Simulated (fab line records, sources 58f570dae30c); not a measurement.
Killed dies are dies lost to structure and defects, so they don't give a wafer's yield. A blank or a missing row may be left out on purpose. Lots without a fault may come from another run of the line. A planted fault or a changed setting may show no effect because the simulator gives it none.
Chamber matching | flow berkeley_cmos170 | UCB170_V2_CMP_02 on cmp-01: 4 sister chambers
The step polishes SiO2. 4 wafers are shown with their chamber, then 8 later ones without.

WAFERS WITH THEIR CHAMBER
wafer  | chamber | motor_current_A (A)
L548.1 | 3       | 17.0
L562.2 | 0       | 14.0
L562.6 | 1       | 18.9
L560.2 | 2       | 14.2

WAFERS WITHOUT THEIR CHAMBER
wafer  | motor_current_A (A)
L560.3 | 16.2
L560.4 | 14.5
L558.1 | 13.4
L558.2 | 15.3
L558.6 | 14.6
L563.1 | 14.5
L563.2 | 17.1
L563.4 | 19.5

WHICH CHAMBER EACH WENT THROUGH
wafer  | from the rows above          | in truth
L560.3 | can't be placed: 3 or 2      | 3
L560.4 | can't be placed: 2 or 0      | 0
L558.1 | can't be placed: 0 or 2      | 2
L558.2 | can't be placed: 2 or 0 or 3 | 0
L558.6 | can't be placed: 2 or 0      | 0
L563.1 | can't be placed: 2 or 0      | 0
L563.2 | 3                            | 3
L563.4 | 1                            | 1
Placed correctly: 2 of 8. Can't be placed from these rows: 6 (the true chamber is among the candidates in 6). Placed wrongly: 0.
How it was worked out, from the rows above alone: a wafer's distance from a chamber is the root of the sum, over the readings, of the square of ((its reading less the chamber's mean) divided by the reading's scatter). The wafer belongs to the nearest chamber; if the next one is less than 2 further off, it can't be placed. A chamber's mean is the mean of its shown wafers. The scatter: with one shown wafer a chamber, the root of the mean of the squares of how far each hidden wafer lies from its nearest shown one.
